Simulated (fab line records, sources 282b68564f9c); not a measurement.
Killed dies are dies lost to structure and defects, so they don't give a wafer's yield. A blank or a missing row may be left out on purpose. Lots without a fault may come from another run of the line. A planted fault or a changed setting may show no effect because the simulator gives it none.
Which tool did it? | flow rit_cmos | 14 lots, 42 wafers sampled, at 1 step of a route of 202

WHAT THE GAUGES READ, wafer by wafer
The record holds no reading of a measuring or inspecting step that can be judged against a usual standard deviation.

WHICH TOOL RAN EACH LOT (tool, then ch and the chambers of the sampled wafers, then the start)
lot  | RIT_PRETRO_STRIP_09
L974 | plasma_asher-03 ch 0,1, day 2 07:37
L975 | plasma_asher-01 ch 0,1, day 2 12:22
L976 | plasma_asher-02 ch 0,1, day 2 18:13
L977 | plasma_asher-02 ch 0,1, day 2 22:46
L981 | plasma_asher-02 ch 0,1, day 3 18:19
L982 | plasma_asher-01 ch 0,1, day 4 00:08
L983 | plasma_asher-03 ch 0,1, day 4 03:58
L984 | plasma_asher-03 ch 0,1, day 4 09:14
L985 | plasma_asher-02 ch 0,1, day 4 15:30
L986 | plasma_asher-01 ch 0,1, day 4 19:26
L988 | plasma_asher-03 ch 0,1, day 5 05:36
L989 | plasma_asher-02 ch 0,1, day 5 12:34
L992 | plasma_asher-02 ch 0,1, day 6 03:08
L997 | plasma_asher-03 ch 0,1, day 7 05:27
- RIT_PRETRO_STRIP_09: strips in O2, time 180 s.

WHAT THE TOOLS THEMSELVES READ (means of the sampled wafers that have a number; where no wafer has one, the mark that the record gives instead)
RIT_PRETRO_STRIP_09.
lot  | tool            | chamber_pressure_mTorr (mTorr) | drypump_motor_current_A (A) | o2_flow_sccm (sccm)
L974 | plasma_asher-03 | 4001                           | 5.90                        | 4010
L975 | plasma_asher-01 | 4002                           | 5.92                        | 4003
L976 | plasma_asher-02 | 3999                           | 5.86                        | 4010
L977 | plasma_asher-02 | 3999                           | 5.83                        | 4000
L981 | plasma_asher-02 | 4001                           | 5.83                        | 3994
L982 | plasma_asher-01 | 4000                           | 5.91                        | 3999
L983 | plasma_asher-03 | 4001                           | 5.74                        | 4004
L984 | plasma_asher-03 | 4002                           | 5.91                        | 4001
L985 | plasma_asher-02 | 3999                           | 5.84                        | 3997
L986 | plasma_asher-01 | 3997                           | 6.12                        | 3998
L988 | plasma_asher-03 | -                              | -                           | -
L989 | plasma_asher-02 | -                              | -                           | -
L992 | plasma_asher-02 | 4002                           | 5.84                        | 3990
L997 | plasma_asher-03 | 4002                           | 5.89                        | 4004

THE ANSWER, worked out from the rows above alone
Rule: what is usual is taken from the lots themselves. Put in order of their means at a reading, lots are off if they are a third of the lots or fewer, leave a main group of 4 or more, and stand apart from it by a gap of 3 or more times the standard deviation of the main group's means; of several such gaps the widest counts. A main group whose means are all the same, to the digits that the tables above print for the reading, isn't used. A lot without any number at a reading at which 4 lots or more have one is off too. The other lots that the step has rows for count as sound. The gauges are gone through in route order, then the tools' own readings, and for those a lot's mean is taken as printed above. The first step at which some lot is off is used, and at that step the reading that is off furthest; a lot without a number counts as furthest.
Off: L988, L989, at RIT_PRETRO_STRIP_09 (chamber_pressure_mTorr). Without a number there: L988, L989. The main group: mean 4000 mTorr, standard deviation 1.6.
A tool fits if, at that step or a process step before it, it ran every lot that is off, and no sound lot after the first of them. None of those tried fits.

WHAT THE SIMULATOR HAD PUT IN
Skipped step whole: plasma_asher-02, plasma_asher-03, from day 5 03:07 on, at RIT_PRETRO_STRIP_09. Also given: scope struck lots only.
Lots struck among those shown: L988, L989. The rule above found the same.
